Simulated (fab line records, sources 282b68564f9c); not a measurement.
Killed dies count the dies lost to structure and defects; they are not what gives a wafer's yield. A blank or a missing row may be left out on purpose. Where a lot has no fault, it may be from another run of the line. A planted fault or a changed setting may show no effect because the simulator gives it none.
Which tool is to blame? -- flow ritCmos -- Sampling: 15 lots, 45 wafers, 2 of 202 route steps

WHAT THE GAUGES SHOWED, per wafer
RIT_PSD_TW_MEAS_10. Usual: for PSD_TW the level is 3380 and the standard deviation is 20.
lot,measured,on,PSD_TW,flag
L509,day 3 02:43,filmMetro-04,3371 3402 3372,
L511,day 3 14:49,filmMetro-02,3414 3410 3405,
L513,day 3 21:25,filmMetro-04,3382 3365 3393,
L514,day 4 03:52,filmMetro-04,3373 3387 3373,
L515,day 4 09:13,filmMetro-03,3377 3373 3371,
L516,day 4 15:11,filmMetro-02,3407 3398 3396,
L519,day 5 04:04,filmMetro-02,30 30 30 30 30 30,OFF
L520,day 5 09:33,filmMetro-04,29 30 30 29 30 29,OFF
L521,day 5 14:22,filmMetro-04,30 30 30 30 30 29,OFF
L522,day 5 20:56,filmMetro-02,3398 3375 3388,
L526,day 6 15:13,filmMetro-04,3351 3360 3370,
L527,day 6 19:16,filmMetro-03,3377 3363 3355,
L529,day 7 07:05,filmMetro-03,3352 3359 3372,
L530,day 7 12:09,filmMetro-02,3416 3396 3399,
L531,day 7 20:12,filmMetro-03,3366 3343 3382,

TOOL THAT RAN EACH LOT (tool first, then ch and the chambers of the sampled wafers, then the start)
lot,RIT_NSD_STRIP_09
L509,"plasmaAsher-02 ch 0,1, day 3 01:02"
L511,"plasmaAsher-01 ch 0,1, day 3 12:56"
L513,"plasmaAsher-01 ch 0,1, day 3 19:49"
L514,"plasmaAsher-03 ch 0,1, day 4 02:13"
L515,"plasmaAsher-02 ch 0,1, day 4 07:28"
L516,"plasmaAsher-02 ch 0,1, day 4 13:28"
L519,"plasmaAsher-02 ch 0,1, day 5 02:20"
L520,"plasmaAsher-01 ch 0, day 5 07:57"
L521,"plasmaAsher-02 ch 0,1, day 5 12:38"
L522,"plasmaAsher-01 ch 0,1, day 5 19:05"
L526,"plasmaAsher-02 ch 0,1, day 6 13:36"
L527,"plasmaAsher-01 ch 0,1, day 6 17:40"
L529,"plasmaAsher-01 ch 0,1, day 7 05:22"
L530,"plasmaAsher-03 ch 0,1, day 7 10:28"
L531,"plasmaAsher-03 ch 0,1, day 7 18:36"
- RIT_NSD_STRIP_09: strips in O2, time 180 s.

AS READ BY THE TOOLS THEMSELVES (means over the sampled wafers that have a number; for cases with no such wafer, the mark the record gives instead)
RIT_NSD_STRIP_09. Usual: chamberPressureMTorr 4000 mTorr, standard deviation 4.2; drypumpMotorCurrentA 5.9 A, standard deviation 0.47.
lot,tool,chamberPressureMTorr (mTorr),drypumpMotorCurrentA (A),flag
L509,plasmaAsher-02,4000,5.7,
L511,plasmaAsher-01,4000,5.4,
L513,plasmaAsher-01,3998,5.6,
L514,plasmaAsher-03,3999,6.6,
L515,plasmaAsher-02,4001,5.8,
L516,plasmaAsher-02,4004,5.7,
L519,plasmaAsher-02,-,-,OFF
L520,plasmaAsher-01,-,-,OFF
L521,plasmaAsher-02,-,-,OFF
L522,plasmaAsher-01,4001,5.4,
L526,plasmaAsher-02,4002,5.7,
L527,plasmaAsher-01,3998,5.4,
L529,plasmaAsher-01,4001,5.5,
L530,plasmaAsher-03,3994,6.6,
L531,plasmaAsher-03,3999,6.6,

THE ANSWER, worked out from the rows above alone
Rule: take the mean of a lot's wafers that have a number; if it is more than 3 standard deviations from the usual mean, the lot is off. A lot without any number at a reading at which 4 lots or more have one is off too. Any other lot the step has rows for is counted as sound. First the gauges in route order, then the tools' own readings, where a lot's mean is used as printed above. At the first step where some lot is off, the reading lying furthest off is the one used; lots without a number count as furthest.
Off: L519, L520, L521, seen at RIT_PSD_TW_MEAS_10 (PSD_TW).
A tool fits if, at a process step before that reading, it ran every lot that is off, and no sound lot after the first of them. The gauges at RIT_PSD_TW_MEAS_10 aren't tried: what is off there is off at RIT_NSD_STRIP_09 too, on other tools, and a gauge's error can't cause that. Of those tried, none fits.

WHAT THE SIMULATOR HAD PUT IN
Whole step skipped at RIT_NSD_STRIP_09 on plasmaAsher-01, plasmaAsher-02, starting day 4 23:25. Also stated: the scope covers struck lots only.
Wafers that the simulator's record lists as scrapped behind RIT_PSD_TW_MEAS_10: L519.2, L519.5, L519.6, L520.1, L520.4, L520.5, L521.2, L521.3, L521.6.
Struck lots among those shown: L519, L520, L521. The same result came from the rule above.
